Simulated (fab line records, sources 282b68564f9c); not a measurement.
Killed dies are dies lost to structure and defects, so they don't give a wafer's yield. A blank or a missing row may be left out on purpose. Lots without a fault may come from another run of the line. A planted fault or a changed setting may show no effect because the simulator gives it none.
One fault seen from 2 desks | flow rit_cmos | each desk has only its own numbers; what lay behind them comes last

THE METROLOGY DESK
What the gauges read, lot by lot, whatever tool the lot ran on: means of the sampled wafers that have a number. A lot is out of limits, marked OUT, if its mean lies more than 4 standard deviations from the usual mean; the brackets give that distance.
Columns: A = cd_nm at RIT_ACTIVE_CD_MEAS_11, usual 1400.1 nm
lot  | first seen here | A
L715 | day 1 14:56     | 1400.9
L716 | day 1 20:54     | 1404.4
L717 | day 2 01:33     | 1399.9
L719 | day 2 10:59     | 1399.4
L720 | day 2 16:19     | 1398.5
L721 | day 2 21:28     | 1402.3
L723 | day 3 08:18     | 1398.1
L724 | day 3 15:17     | 1400.0
L725 | day 3 19:26     | 1398.6
L726 | day 4 00:41     | 1397.9
L729 | day 4 12:29     | 1399.8
L731 | day 5 00:35     | 1397.9
L738 | day 6 10:30     | 1352.3 (-23) OUT
This desk's finding: out of limits on L738; first on L738, day 6 10:30 (cd_nm at RIT_ACTIVE_CD_MEAS_11). In limits: L715, L716, L717, L719, L720, L721, L723, L724, L725, L726, L729, L731.

THE TOOL OWNER'S DESK: iline_stepper-01
The tool's own readings at RIT_ACTIVE_EXPOSE_08 (exposes mask M1, target cd 1400 nm): means of the sampled wafers that have a number, for each lot that ran on this tool. A lot is out of limits, marked OUT, if its mean lies more than 4 standard deviations from the usual mean; the brackets give that distance.
Columns: A = exposure_dose_mJ_cm2 at RIT_ACTIVE_EXPOSE_08, usual 226.6
lot  | first seen here | A
L717 | day 2 01:09     | 228.3
L720 | day 2 15:55     | 228.5
L725 | day 3 19:02     | 228.2
L731 | day 5 00:11     | 228.2
L738 | day 6 10:06     | 215.2 (-6.7) OUT
This desk's finding: out of limits on L738; first on L738, day 6 10:06 (exposure_dose_mJ_cm2 at RIT_ACTIVE_EXPOSE_08). In limits: L717, L720, L725, L731.

PUT TOGETHER
The tool owner's desk could have raised an alarm at day 6 10:06, on L738.
The metrology desk could have raised an alarm at day 6 10:30, on L738.
Of the lots named, all ran RIT_ACTIVE_EXPOSE_08 on iline_stepper-01.

WHAT THE SIMULATOR HAD PUT IN
Process parameter drift: iline_stepper-01, from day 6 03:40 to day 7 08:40, at RIT_ACTIVE_EXPOSE_08. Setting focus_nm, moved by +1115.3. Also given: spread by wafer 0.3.
Lots struck among those shown: L738.
Hours from the fault's start to each desk's first reading out of limits: the tool owner's desk, 6; the metrology desk, 7.
